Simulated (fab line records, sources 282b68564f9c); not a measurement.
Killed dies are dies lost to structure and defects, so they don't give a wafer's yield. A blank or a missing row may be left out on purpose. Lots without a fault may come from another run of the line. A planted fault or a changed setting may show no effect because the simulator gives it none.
Split-lot experiment | flow rit_cmos | 4 lots, 18 wafers read, on a route of 202 steps

THE SPLIT
At RIT_GATE_DEVELOP_15 (develop time 50 s), the setting dev_temp_c was moved away from the recipe's 23 C on 7 of the 18 wafers read, by -5.3% to +12.4%. The other wafers ran this setting at the recipe's value.

FROM THE SPLIT TO THE READING: what the file shows between them, 16 steps
- RIT_REOX_OXIDATION_03: target thk 25.2 nm, ox time 5580 s (also split here: temp_c)
- RIT_REOX_THK_MEAS_04
- RIT_NLDD_IMPLANT_08 (also split here: energy_kev)
- RIT_PLDD_IMPLANT_08 (also split here: dose_cm2)
- RIT_PLDD_STRIP_09: strips in O2, time 180 s
- RIT_SPACER_CLEAN_00: cleans in SC1, time 600 s
- RIT_SPACER_CVD_03: deposits Si3N4 from SiH2Cl2/NH3, target thk 250 nm, time 3300 s (also split here: temp_c)
- RIT_SPACER_THK_MEAS_04
- RIT_SPACER_ETCHBACK_05: etches Si3N4 in SF6/CHF3, stops on SiO2, target depth 250 nm, time 240 s
- RIT_NSD_IMPLANT_08 (also split here: energy_kev)
- RIT_PSD_DEVELOP_05: develop time 50 s (also split here: develop_time_s)
- RIT_PSD_HARDBAKE_07: time 60 s
- RIT_SDANNEAL_RS_MEAS_06: measures by four-point-probe
- RIT_SILICIDE_SPUTTER_01: material Ti, target thk 30 nm, time 240 s (also split here: power_w)
- RIT_SILICIDE_RS_MEAS_02: measures by four-point-probe
- RIT_SILICIDE_THK_MEAS_03: measures by xrf

THE READING
etest.nmos_0p15.r_on_ohm_um (the simulator's own value, which no gauge read), at RIT_M1_PROBE_99. The file gives no usual value for it. The 11 wafers here that ran the recipe average 1201, standard deviation 67.

wafer  | tool, chamber at the split | dev_temp_c as run, C | against the recipe | etest.nmos_0p15.r_on_ohm_um | against lot-mates on the recipe
L080.3 | litho_track-04, 0          | 23                   | recipe             | 1096                        | -
L080.4 | litho_track-04, 0          | 23                   | recipe             | 1084                        | -
L080.5 | litho_track-04, 0          | 23                   | recipe             | 1136                        | -
L082.1 | litho_track-01, 0          | 23                   | recipe             | 1214                        | -
L082.2 | litho_track-01, 0          | 23                   | recipe             | 1250                        | -
L082.4 | litho_track-01, 0          | 23                   | recipe             | 1222                        | -
L082.5 | litho_track-01, 0          | 25.85                | +12.4%             | 1372                        | +143
L082.6 | litho_track-01, 0          | 25.85                | +12.4%             | 1350                        | +121
L083.1 | litho_track-01, 0          | 21.79                | -5.3%              | 1194                        | -73
L083.2 | litho_track-01, 0          | 23                   | recipe             | 1318                        | -
L083.3 | litho_track-01, 0          | 21.79                | -5.3%              | 1252                        | -15
L083.4 | litho_track-01, 0          | 23                   | recipe             | 1238                        | -
L083.6 | litho_track-01, 0          | 23                   | recipe             | 1246                        | -
L084.1 | litho_track-02, 0          | 25.27                | +9.9%              | 1341                        | +135
L084.2 | litho_track-02, 0          | 25.27                | +9.9%              | 1324                        | +118
L084.3 | litho_track-02, 0          | 25.27                | +9.9%              | 1324                        | +118
L084.4 | litho_track-02, 0          | 23                   | recipe             | 1213                        | -
L084.6 | litho_track-02, 0          | 23                   | recipe             | 1199                        | -

THE FIT
A straight line over all 18 wafers: etest.nmos_0p15.r_on_ohm_um changes by +10.4 for each +1% of dev_temp_c; r = +0.70; the points scatter about the line by 62.
The same after taking each lot's own level away (the mean of its wafers on the recipe; 18 wafers): +11.1 for each +1%; r = +0.94; scatter 24.
On that fit, the largest move of dev_temp_c shifts the reading by 1.4e+02.
The lots' own levels span 1105.3 to 1267.3, that is 2.4 times the standard deviation above.
So the lot-to-lot level blurs the effect unless lot-mates are compared.
Check: with one of the wafers moved furthest among these (+12.4%) left out of the fit, the line predicts +140 for it against its lot-mates. It came out at +143 against them.

OTHER SPLITS ON THESE WAFERS
These wafers also went through other splits before the reading. Each is held against what the fit with the lots' levels taken away leaves over:
other split on the same wafers       | wafers away from the commonest value | r with etest.nmos_0p15.r_on_ohm_um (lot level and that fit taken away)
RIT_ACTIVE_CVD_03 nh3_flow_sccm      | 10                                   | -0.12
RIT_ACTIVE_CLEAN_16 time_s           | 10                                   | +0.00
RIT_NRETRO_SOFTBAKE_02 temp_c        | 7                                    | -0.06
RIT_NRETRO_DEVELOP_05 develop_time_s | 8                                    | +0.03
RIT_REOX_OXIDATION_03 temp_c         | 13                                   | +0.14
RIT_NLDD_IMPLANT_08 energy_kev       | 4                                    | -0.38
RIT_PLDD_IMPLANT_08 dose_cm2         | 9                                    | +0.18
RIT_SPACER_CVD_03 temp_c             | 0                                    | -
RIT_NSD_IMPLANT_08 energy_kev        | 5                                    | -0.09
RIT_PSD_DEVELOP_05 develop_time_s    | 6                                    | -0.40
RIT_SILICIDE_SPUTTER_01 power_w      | 7                                    | +0.37

THE WHOLE CHAIN: every reading that the file lists as answering this split, in the file's order
step            | what it does | reading                                                                        | change (the file's fit)           | r (the file's)
RIT_M1_PROBE_99 |              | etest.pmos_turned.r_on_ohm_um (the simulator's own value, which no gauge read) | +33.9 for each +1% of the setting | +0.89
RIT_M1_PROBE_99 |              | etest.pmos_0p3.r_on_ohm_um (the simulator's own value, which no gauge read)    | +35.9 for each +1% of the setting | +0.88
RIT_M1_PROBE_99 |              | etest.pmos_0p15.r_on_ohm_um (the simulator's own value, which no gauge read)   | +35.2 for each +1% of the setting | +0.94
RIT_M1_PROBE_99 |              | etest.nmos_0p3.r_on_ohm_um (the simulator's own value, which no gauge read)    | +11.8 for each +1% of the setting | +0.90
RIT_M1_PROBE_99 |              | etest.nmos_0p15.r_on_ohm_um (the simulator's own value, which no gauge read)   | +11.1 for each +1% of the setting | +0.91

THE FILE'S OWN FIT
etest.nmos_0p15.r_on_ohm_um changes by +11.1 for each +1% of dev_temp_c, r = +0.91.
